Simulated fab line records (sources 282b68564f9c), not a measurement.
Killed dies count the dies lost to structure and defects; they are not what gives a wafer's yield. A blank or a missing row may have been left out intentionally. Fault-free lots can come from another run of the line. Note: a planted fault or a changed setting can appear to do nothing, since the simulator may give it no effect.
2 desks, one fault || flow ritCmos || what lay behind the numbers comes last; until then each desk has only its own

== DESK OF THE TOOL OWNER: implanter-02 ==
For each lot that ran on this tool, the mean over its sampled wafers that have a number, from the tool's own readings at RIT_NRETRO_IMPLANT_08. The brackets show how far a lot's mean lies from the usual mean; more than 4 standard deviations puts the lot out of limits, marked OUT.
Columns: A = doseIonsCm2 at RIT_NRETRO_IMPLANT_08, usual 1.0001e+13; B = faradayCurrentUA at RIT_NRETRO_IMPLANT_08, usual 31.8
{"lot": "L684", "first seen here": "day 2 10:54", "A": 9.9977e+12, "B": 32.2}
{"lot": "L694", "first seen here": "day 4 14:16", "A": "1.0000e+14 (+99 or more) OUT", "B": "318.0 (+99 or more) OUT"}
{"lot": "L695", "first seen here": "day 4 19:22", "A": "1.0000e+14 (+99 or more) OUT", "B": "317.5 (+99 or more) OUT"}
This desk's verdict: out of limits on L694, L695, starting with L694 at day 4 14:16 (doseIonsCm2 at RIT_NRETRO_IMPLANT_08). L684: within limits.

== AT THE METROLOGY DESK ==
What the gauges read, lot by lot, whatever tool the lot ran on: means of the sampled wafers that have a number. The brackets show how far a lot's mean lies from the usual mean; more than 4 standard deviations puts the lot out of limits, marked OUT.
Columns: A = NRETRO_TW at RIT_NRETRO_TW_MEAS_10, usual 1062
{"lot": "L683", "first seen here": "day 2 05:42", "A": 1052}
{"lot": "L684", "first seen here": "day 2 11:13", "A": 1060}
{"lot": "L685", "first seen here": "day 2 16:17", "A": 1065}
{"lot": "L686", "first seen here": "day 2 21:25", "A": 1052}
{"lot": "L689", "first seen here": "day 3 11:46", "A": 1052}
{"lot": "L694", "first seen here": "day 4 14:32", "A": "2219 (+99 or more) OUT"}
{"lot": "L695", "first seen here": "day 4 19:40", "A": "2220 (+99 or more) OUT"}
{"lot": "L697", "first seen here": "day 5 05:38", "A": 1067}
{"lot": "L698", "first seen here": "day 5 10:40", "A": 1054}
{"lot": "L699", "first seen here": "day 5 20:00", "A": 1069}
{"lot": "L701", "first seen here": "day 6 06:15", "A": 1053}
{"lot": "L702", "first seen here": "day 6 10:56", "A": 1065}
{"lot": "L703", "first seen here": "day 6 15:31", "A": 1047}
{"lot": "L704", "first seen here": "day 6 18:33", "A": 1049}
Per this desk, out of limits: L694, L695; the first was L694, day 4 14:32 (NRETRO_TW at RIT_NRETRO_TW_MEAS_10). L683, L684, L685, L686, L689, L697, L698, L699, L701, L702, L703, L704: within limits.

== BROUGHT TOGETHER ==
An alarm could have come from the tool owner's desk at day 4 14:16, on L694, L695.
An alarm was possible from the metrology desk at day 4 14:32, on L694, L695.
RIT_NRETRO_IMPLANT_08 was run on implanter-02 by each of the lots named.

== WHAT THE SIMULATOR HAD PUT IN ==
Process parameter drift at RIT_NRETRO_IMPLANT_08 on implanter-02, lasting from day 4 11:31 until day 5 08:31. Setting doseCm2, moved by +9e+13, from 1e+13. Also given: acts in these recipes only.
Struck lots among those shown: L694, L695.
Hours from the fault's start to each desk's first reading out of limits: the tool owner's desk, 3; the metrology desk, 3.
